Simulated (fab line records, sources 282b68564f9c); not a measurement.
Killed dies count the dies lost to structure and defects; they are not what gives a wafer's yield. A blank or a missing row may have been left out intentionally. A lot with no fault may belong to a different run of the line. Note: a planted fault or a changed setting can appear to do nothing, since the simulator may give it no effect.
One fault through the eyes of 2 desks || flow rit-cmos || what lay behind the numbers comes last; until then each desk has only its own

METROLOGY DESK
Lot by lot, what the gauges showed, no matter which tool ran the lot: averages of those sampled wafers that carry a number. A lot is out of limits, marked OUT, if its mean lies more than 4 standard deviations from the usual mean; the brackets give that distance.
Columns: A = cd-nm at RIT_CONTACT_CD_MEAS_08, usual 999.9 nm; B = CONTACT_OVL at RIT_CONTACT_OVL_MEAS_09, usual 0.6 nm; C = cd-nm at RIT_CONTACT_CD_MEAS_90, usual 1000.0 nm; D = M1_AL_RS at RIT_M1_RS_MEAS_01, usual 0.0733 ohm/sq; E = M1_AL_THK at RIT_M1_THK_MEAS_02, usual 397 nm; F = cd-nm at RIT_M1_CD_MEAS_09, usual 2600.4 nm; G = M1_OVL at RIT_M1_OVL_MEAS_10, usual 0.1 nm
{"lot": "L596", "first seen here": "day 3 15:06", "A": 995.6, "B": 2.2, "C": 995.5, "D": 0.0732, "E": 397, "F": 2601.0, "G": 1.9}
{"lot": "L597", "first seen here": "day 3 18:40", "A": 998.8, "B": 1.4, "C": 998.6, "D": 0.0734, "E": 396, "F": 2601.4, "G": -1.1}
{"lot": "L607", "first seen here": "day 5 23:07", "A": 998.9, "B": 0.9, "C": 998.6, "D": "0.0704 (-4.7) OUT", "E": "416 (+4.7) OUT", "F": 2596.7, "G": 0.6}
{"lot": "L609", "first seen here": "day 6 11:05", "A": 1001.8, "B": -1.7, "C": 1002.0, "D": "0.0705 (-4.6) OUT", "E": 411, "F": 2602.2, "G": 0.7}
{"lot": "L612", "first seen here": "day 7 03:51", "A": 999.4, "B": -0.8, "C": 999.4, "D": 0.0753, "E": 387, "F": 2601.0, "G": 1.7}
{"lot": "L616", "first seen here": "day 7 17:35", "A": 1001.5, "B": 4.1, "C": 1001.5, "D": 0.0740, "E": 391, "F": 2597.3, "G": -0.6}
This desk reports L607, L609 out of limits; the earliest was L607 at day 6 00:34 (M1_AL_RS at RIT_M1_RS_MEAS_01). In limits: L596, L597, L612, L616.

FOR THE TOOL OWNER'S DESK: pvd-sputter-02
The tool's own readings at RIT_M1_SPUTTER_00 (material Al, target thk 400 nm, time 500 s): means of the sampled wafers that have a number, for each lot that ran on this tool. A lot is out of limits, marked OUT, if its mean lies more than 4 standard deviations from the usual mean; the brackets give that distance.
Columns: A = throttle-valve-pct at RIT_M1_SPUTTER_00, usual 30.1 %
{"lot": "L597", "first seen here": "day 3 19:49", "A": 30.0}
{"lot": "L607", "first seen here": "day 6 00:16", "A": 30.0}
{"lot": "L609", "first seen here": "day 6 12:15", "A": 30.2}
This desk found nothing out of limits on any of the 3 lots.

TAKEN TOGETHER
An alarm was possible from the metrology desk at day 6 00:34, on L607, L609.
The desk of the tool owner found nothing out of limits.
The tool owner's desk has L607, L609 on record, within its limits.
The lots listed all ran RIT_M1_SPUTTER_00 on pvd-sputter-02.

WHAT WAS PUT IN BY THE SIMULATOR
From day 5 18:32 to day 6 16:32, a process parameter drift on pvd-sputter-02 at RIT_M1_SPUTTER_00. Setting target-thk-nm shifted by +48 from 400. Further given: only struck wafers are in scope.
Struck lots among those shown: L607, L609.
Delay in hours, fault start to first out-of-limits reading, per desk: metrology desk 6.
